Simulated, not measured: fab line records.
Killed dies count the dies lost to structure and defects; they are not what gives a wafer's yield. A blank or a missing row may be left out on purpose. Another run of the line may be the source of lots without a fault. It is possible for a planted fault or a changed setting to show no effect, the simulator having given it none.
8D (eight disciplines) problem report, filled in by code + flow rit cmos + the parts of the form that need people (team, actions taken, sign-off) are left out

== 1. WHAT WENT WRONG ==
GATE_POLY_THK at RIT_GATE_THK_MEAS_09 reads a mean of 225.4 nm on 3 wafers of 1 lot; wafers without a fault read 250.2 nm with a standard deviation of 2. Relative to the usual mean, that is a shift of -12 standard deviations.
First observed at day 6 12:05: wafer L324.2, on film metro-02. The record has a number at this step for 39 wafers belonging to 13 lots. The rule behind "out" and "out of limits": a value lying over 4 standard deviations away from the usual mean. All remaining wafers that have a number are taken as sound.

== 2. WHAT IT IS, WHAT IT ISN'T ==
| question                    | is                     | is not                                                                 |
|-----------------------------|------------------------|------------------------------------------------------------------------|
| which readings at this step | GATE_POLY_THK          | -                                                                      |
| which lots                  | L324                   | L305, L306, L307, L308, L309, L311, L313, L314, L316, L317, L318, L326 |
| which wafers of those lots  | all that have a number | -                                                                      |
| read on which gauges        | film metro-02          | film metro-01, film metro-03                                           |
| when                        | from day 6 12:05       | up to then (33 sound wafers); but 3 sound wafers of L326 came after    |

== 3. SUSPECTS, AND WHAT RULES EACH OUT ==
Counting: a tool stays on the suspect list if, at a process step up to the reading, it processed all lots that are out and no sound lot following the first of them.
- ruled out: the gauge at RIT_GATE_THK_MEAS_09. All the wafers that are out were read on film metro-02, but those of them that RIT_GATE_CVD_08 has rows for are out there too, on other tools.
- lpcvd-01 at RIT_GATE_CVD_08 (deposits poly-Si from SiH4, target thk 250 nm, time 2220 s): kept. It ran the lot that is out, L324 (day 6 10:27), and no sound lot after that; its last sound lot up to then is L318 (day 5 02:26). Out on those wafers are its own readings of pressure mtorr.
The count leaves lpcvd-01 at RIT_GATE_CVD_08.

== 4. THE CAUSE (what the simulator had put in) ==
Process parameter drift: lpcvd-01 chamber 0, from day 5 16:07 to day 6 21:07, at RIT_GATE_CVD_08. Setting pressure mtorr, moved by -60, from 300. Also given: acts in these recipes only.
Only this tool survived the counting.

== 5. SEQUENCE OF EFFECTS, ordered by route ==
Rows list readings where the struck wafers' mean (over those with a number) sits beyond 3 standard deviations from the usual. Scope: only readings with a usual standard deviation given in the record; hours: median across lots of the time from each lot's start at the first step in this table that gives one to its start at this step; sigmas: change in usual standard deviations.
| hours | step                 | reading        | usual       | on struck wafers | change | sigmas |
|-------|----------------------|----------------|-------------|------------------|--------|--------|
| 0     | RIT_GATE_CVD_08      | pressure mtorr | 300.0 mTorr | 239.7            | -60.3  | -91    |
| 2     | RIT_GATE_THK_MEAS_09 | GATE_POLY_THK  | 250.2 nm    | 225.4            | -24.8  | -12    |
| 3     | RIT_GATE_ETCH_19     | oes product au | 0.854 a.u.  | 0.789            | -0.065 | -5.4   |
It contains these process steps:
- RIT_GATE_CVD_08: deposits poly-Si from SiH4, target thk 250 nm, time 2220 s.
- RIT_GATE_ETCH_19: etches poly-Si in SF6/CHF3/O2, stops on SiO2, time 165 s, target depth 312.5 nm.

== 6. HOW IT WOULD HAVE BEEN CAUGHT EARLIER ==
The first out-of-limits reading at a measuring or inspecting step in this record came at day 6 12:05, 20 hours after the fault's start at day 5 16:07.
At RIT_GATE_CVD_08, the tool's own readings (pressure mtorr) were out on each struck wafer the step has a row for, so an alarm limit on them would have fired on the first such wafer.
Each of the lots that are out, 1 in all, had begun RIT_GATE_CVD_08 on lpcvd-01 no later than day 6 12:05. Holding the tool at that point would not have protected any of them.
